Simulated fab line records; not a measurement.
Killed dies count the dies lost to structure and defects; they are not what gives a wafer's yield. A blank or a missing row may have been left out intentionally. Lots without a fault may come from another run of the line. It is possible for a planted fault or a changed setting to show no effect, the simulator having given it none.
Lot-split experiment	flow berkeleyCmos170	on a route of 331 steps: 5 lots, 23 wafers read

SPLIT DETAILS
At UCB170_NSD_COAT_01 (resist thk 900 nm), the setting resistThkNm was moved away from the recipe's 900 nm on 5 of the 23 wafers read, by +1.5% to +3.5%. For the rest of the wafers, this setting stayed at what the recipe calls for.

The reading comes from the split's own step.

THE READING
KrF_of_NSD_COAT_01.thkNm (the simulator's own value, which no gauge read), in nm, at UCB170_NSD_COAT_01 (resist thk 900 nm). There is no usual value for it anywhere in the file. The 18 wafers here that ran the recipe average 900.9 nm, standard deviation 2.4 nm.

wafer	tool, chamber at the split	resistThkNm as run, nm	against the recipe	KrF_of_NSD_COAT_01.thkNm, nm	against lot-mates on the recipe
L075.3	lithoTrack-03, 0	900	recipe	902.2	-
L075.4	lithoTrack-03, 0	900	recipe	898.5	-
L075.6	lithoTrack-03, 0	900	recipe	901.5	-
L078.1	lithoTrack-04, 0	931.3	+3.5%	938.4	+37.0
L078.2	lithoTrack-04, 0	900	recipe	902.6	-
L078.3	lithoTrack-04, 0	900	recipe	900	-
L078.4	lithoTrack-04, 0	900	recipe	901.5	-
L078.6	lithoTrack-04, 0	931.3	+3.5%	934.4	+33.0
L080.1	lithoTrack-02, 0	900	recipe	900.3	-
L080.2	lithoTrack-02, 0	913.6	+1.5%	916.4	+13.6
L080.4	lithoTrack-02, 0	913.6	+1.5%	916.6	+13.9
L080.5	lithoTrack-02, 0	900	recipe	905.2	-
L080.6	lithoTrack-02, 0	913.6	+1.5%	915.6	+12.9
L076.2	lithoTrack-03, 0	900	recipe	897.3	-
L076.5	lithoTrack-03, 0	900	recipe	897.3	-
L076.3	lithoTrack-03, 0	900	recipe	895.6	-
L076.4	lithoTrack-03, 0	900	recipe	899.5	-
L076.6	lithoTrack-03, 0	900	recipe	901.8	-
L083.1	lithoTrack-04, 0	900	recipe	903.9	-
L083.2	lithoTrack-04, 0	900	recipe	901.3	-
L083.4	lithoTrack-04, 0	900	recipe	903	-
L083.5	lithoTrack-04, 0	900	recipe	902.3	-
L083.6	lithoTrack-04, 0	900	recipe	902.2	-

FIT RESULTS
A straight line over all 23 wafers: KrF_of_NSD_COAT_01.thkNm changes by +10.2 nm for each +1% of resistThkNm; r = +0.98; the points scatter about the line by 2.3 nm.
The same after taking each lot's own level away (the mean of its wafers on the recipe; 23 wafers): +9.86 nm for each +1%; r = +0.99; scatter 1.8 nm.
That fit puts the effect of the largest move of resistThkNm on the reading at 34 nm.
The span of the lots' own levels, 898.30 to 902.75 nm, comes to 1.8 times the standard deviation stated above.
The two slopes agree, so the slope changes little with the lot-to-lot level.
Check: with one of the wafers moved furthest among these (+3.5%) left out of the fit, the line predicts +32.3 nm for it against its lot-mates. Against them it came out at +37 nm.

OTHER SPLITS ON THESE WAFERS
Before the reading, these wafers also passed through other splits. Each is held against what the fit with the lots' levels taken away leaves over:
other split on the same wafers	wafers away from the commonest value	r with KrF_of_NSD_COAT_01.thkNm (lot level and that fit taken away)
UCB170_NLDD_COAT_01 resistThkNm	7	-0.03
UCB170_SPACER_CVD_00 timeS	5	-0.26
UCB170_PSD_PEB_04 pebTempC	7	+0.49

THE WHOLE CHAIN: every reading that the file lists as answering this split, in the file's order
step	what it does	reading	change (the file's fit)	r (the file's)
UCB170_NSD_COAT_01	resist thk 900 nm	KrF_of_NSD_COAT_01.thkNm (the simulator's own value, which no gauge read)	+9.89 nm for each +1% of the setting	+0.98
UCB170_NSD_STRIP_09	strips in O2	stripTimeToEndpointS	withheld for each +1% of the setting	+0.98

FILE'S OWN FIT
KrF_of_NSD_COAT_01.thkNm changes by +9.89 nm for each +1% of resistThkNm, r = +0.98.
